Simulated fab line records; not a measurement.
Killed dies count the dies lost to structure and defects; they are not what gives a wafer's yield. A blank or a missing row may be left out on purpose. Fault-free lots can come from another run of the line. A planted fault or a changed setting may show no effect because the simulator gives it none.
Tool commonality check	flow berkeley_cmos170	Sampled: 14 lots, 48 wafers

## THE REASON FOR OPENING IT
UCB170_NLDD_TW_MEAS_11, reading NLDD_TW: flagged on 2 of 14 lots. Fault-free wafers read 2208, with a standard deviation of 11.
Rule: a lot is flagged when every wafer of it that has a number lies more than 4 standard deviations from that mean, or none has a number. As for the other lots, they are considered sound.

lot	measured	on	NLDD_TW, wafer by wafer	flag
L232	day 6 06:16	film_metro-01	2211 2214 2213	
L234	day 7 07:54	film_metro-02	2209 2192 2183	
L233	day 7 08:10	film_metro-03	2214 2216 2201	
L235	day 7 08:26	film_metro-01	2215 2206 2215	
L239	day 7 20:37	film_metro-02	2070 2077 2066 2069 2074 2077	FLAGGED
L243	day 9 05:03	film_metro-02	2067 2068 2063 2056 2068 2058	FLAGGED
L245	day 9 10:57	film_metro-01	2204 2206 2192	
L244	day 9 11:11	film_metro-03	2209 2208 2203	
L248	day 9 11:26	film_metro-03	2206 2206 2192	
L247	day 9 14:10	film_metro-02	2194 2200 2190	
L249	day 10 00:41	film_metro-01	2215 2237 2226	
L250	day 10 10:23	film_metro-03	2230 2226 2229	
L255	day 11 09:59	film_metro-02	2207 2207 2215	
L253	day 11 10:15	film_metro-02	2212 2211 2210	
On average the flagged lots' numbers are 2068, which is -140 against the usual, or -13 standard deviations.

## WHICH TOOL RAN EACH LOT
The record keeps 1 process step preceding the reading, out of 331 steps on the route. Cell contents, in order: the tool; ch with the chambers the sampled wafers went through; the start.
lot	flag	UCB170_NLDD_IMPLANT_08
L232		implanter-01 ch 0, day 6 05:52
L234		implanter-01 ch 0, day 7 07:31
L233		implanter-02 ch 0, day 7 07:46
L235		implanter-01 ch 0, day 7 08:02
L239	FLAGGED	implanter-02 ch 0, day 7 20:13
L243	FLAGGED	implanter-02 ch 0, day 9 04:39
L245		implanter-01 ch 0, day 9 10:33
L244		implanter-04 ch 0, day 9 10:47
L248		implanter-01 ch 0, day 9 11:02
L247		implanter-04 ch 0, day 9 13:46
L249		implanter-04 ch 0, day 10 00:19
L250		implanter-04 ch 0, day 10 10:01
L255		implanter-01 ch 0, day 11 09:35
L253		implanter-02 ch 0, day 11 09:52
What these steps do:
- UCB170_NLDD_IMPLANT_08
- UCB170_NLDD_TW_MEAS_11

## FLAGGED AGAINST TOTAL, ONE TOOL AT A TIME (gauges that did the reading follow at the end)
step	tool	lots run	flagged	share of the flagged lots	sound lots run after its first flagged lot
UCB170_NLDD_IMPLANT_08	implanter-01	6	0	none	-
UCB170_NLDD_IMPLANT_08	implanter-02	4	2	all	1 (L253)
UCB170_NLDD_IMPLANT_08	implanter-04	4	0	none	-
UCB170_NLDD_TW_MEAS_11	film_metro-01	4	0	none	-
UCB170_NLDD_TW_MEAS_11	film_metro-02	6	2	all	3 (L247,L255,L253)
UCB170_NLDD_TW_MEAS_11	film_metro-03	4	0	none	-

## THE TABLE: WHAT IT ALLOWS
In 2 table rows, all flagged lots were run: implanter-02 (UCB170_NLDD_IMPLANT_08), film_metro-02 (UCB170_NLDD_TW_MEAS_11).
- implanter-02 at UCB170_NLDD_IMPLANT_08: 2 of its 4 lots flagged. Lots that were sound ran on it after the first flagged one (L253); a persistent fault on the entire tool would not allow that. Its own readings (dose_ions_cm2, faraday_current_uA) fall more than 4 standard deviations out on all wafers of the flagged lots.
- film_metro-02 at UCB170_NLDD_TW_MEAS_11: 2 of its 6 lots flagged. Lots that were sound ran on it after the first flagged one (L247, L255, L253); a persistent fault on the entire tool would not allow that.
None of the table's rows ran every flagged lot and, after the first, no sound lot.

## WHAT THE SIMULATOR PUT IN
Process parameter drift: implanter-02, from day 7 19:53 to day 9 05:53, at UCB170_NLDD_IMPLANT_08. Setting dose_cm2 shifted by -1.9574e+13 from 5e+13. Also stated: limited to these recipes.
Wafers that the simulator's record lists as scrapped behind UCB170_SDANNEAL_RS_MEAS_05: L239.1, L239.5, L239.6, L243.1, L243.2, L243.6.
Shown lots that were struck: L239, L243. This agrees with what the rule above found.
